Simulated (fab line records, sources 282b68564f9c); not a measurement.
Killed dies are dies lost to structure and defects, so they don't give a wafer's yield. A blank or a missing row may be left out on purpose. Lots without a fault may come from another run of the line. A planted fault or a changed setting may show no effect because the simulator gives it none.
Which tool did it? | flow rit_cmos | 13 lots, 39 wafers sampled, at 2 steps of a route of 202

WHAT THE GAUGES READ, wafer by wafer
RIT_CONTACT_THK_MEAS_01. Usual: CONTACT_TEOS_THK 416 nm, standard deviation 5.5.
lot  | measured    | on            | CONTACT_TEOS_THK (nm)   | flag
L841 | day 3 03:26 | film_metro-04 | 417 421 416             |
L842 | day 3 07:42 | film_metro-04 | 413 421 420             |
L843 | day 3 12:20 | film_metro-04 | 411 406 423             |
L844 | day 3 17:23 | film_metro-01 | 410 413 426             |
L845 | day 3 23:47 | film_metro-01 | 416 426 423             |
L847 | day 4 08:46 | film_metro-01 | 406 415 422             |
L851 | day 5 04:01 | film_metro-01 | 414 417 423             |
L854 | day 5 19:18 | film_metro-01 | 413 414 413             |
L856 | day 6 05:44 | film_metro-01 | 150 409 148 150 409 148 | OFF
L860 | day 7 01:08 | film_metro-01 | 417 419 426             |
L861 | day 7 06:53 | film_metro-04 | 411 413 413             |
L863 | day 7 16:41 | film_metro-03 | 424 419 424             |
L864 | day 7 21:00 | film_metro-04 | 409 418 417             |

WHICH TOOL RAN EACH LOT (tool, then ch and the chambers of the sampled wafers, then the start)
lot  | RIT_CONTACT_CVD_00
L841 | pecvd-02 ch 0,1,2, day 3 03:22
L842 | pecvd-01 ch 0,2, day 3 07:38
L843 | pecvd-04 ch 1,2, day 3 12:16
L844 | pecvd-02 ch 0,1, day 3 17:20
L845 | pecvd-01 ch 0,2, day 3 23:44
L847 | pecvd-02 ch 0,1,2, day 4 08:41
L851 | pecvd-01 ch 0,1, day 5 03:57
L854 | pecvd-01 ch 0,1,2, day 5 19:15
L856 | pecvd-02 ch 1,2, day 6 05:41
L860 | pecvd-01 ch 0,1,2, day 7 01:05
L861 | pecvd-04 ch 0,2, day 7 06:50
L863 | pecvd-01 ch 0,1,2, day 7 16:37
L864 | pecvd-04 ch 0,1,2, day 7 20:56
- RIT_CONTACT_CVD_00: deposits SiO2 from TEOS, target thk 400 nm, time 63.28 s.

WHAT THE TOOLS THEMSELVES READ (means of the sampled wafers that have a number; where no wafer has one, the mark that the record gives instead)
RIT_CONTACT_CVD_00. Usual: heater_power_w 319 W, standard deviation 50.
lot  | tool     | heater_power_w (W) | flag
L841 | pecvd-02 | 307                |
L842 | pecvd-01 | 311                |
L843 | pecvd-04 | 326                |
L844 | pecvd-02 | 259                |
L845 | pecvd-01 | 269                |
L847 | pecvd-02 | 307                |
L851 | pecvd-01 | 284                |
L854 | pecvd-01 | 320                |
L856 | pecvd-02 | 317                |
L860 | pecvd-01 | 309                |
L861 | pecvd-04 | 403                |
L863 | pecvd-01 | 308                |
L864 | pecvd-04 | 341                |

THE ANSWER, worked out from the rows above alone
Rule: a lot is off if the mean of its wafers that have a number lies more than 3 standard deviations from the usual mean. A lot without any number at a reading at which 4 lots or more have one is off too. The other lots that the step has rows for count as sound. The gauges are gone through in route order, then the tools' own readings, and for those a lot's mean is taken as printed above. The first step at which some lot is off is used, and at that step the reading that is off furthest; a lot without a number counts as furthest.
Off: L856, at RIT_CONTACT_THK_MEAS_01 (CONTACT_TEOS_THK).
A tool fits if, at a process step before that reading, it ran every lot that is off, and no sound lot after the first of them. The gauges at RIT_CONTACT_THK_MEAS_01 are tried like those tools. One fits: pecvd-02 at RIT_CONTACT_CVD_00. Its last sound lot is L847 (day 4 08:41), its first lot that is off L856 (day 6 05:41): a fault that began between those two fits.

WHAT THE SIMULATOR HAD PUT IN
Process parameter drift: pecvd-02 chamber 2, from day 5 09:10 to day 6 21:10, at RIT_CONTACT_CVD_00. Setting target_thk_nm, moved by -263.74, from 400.
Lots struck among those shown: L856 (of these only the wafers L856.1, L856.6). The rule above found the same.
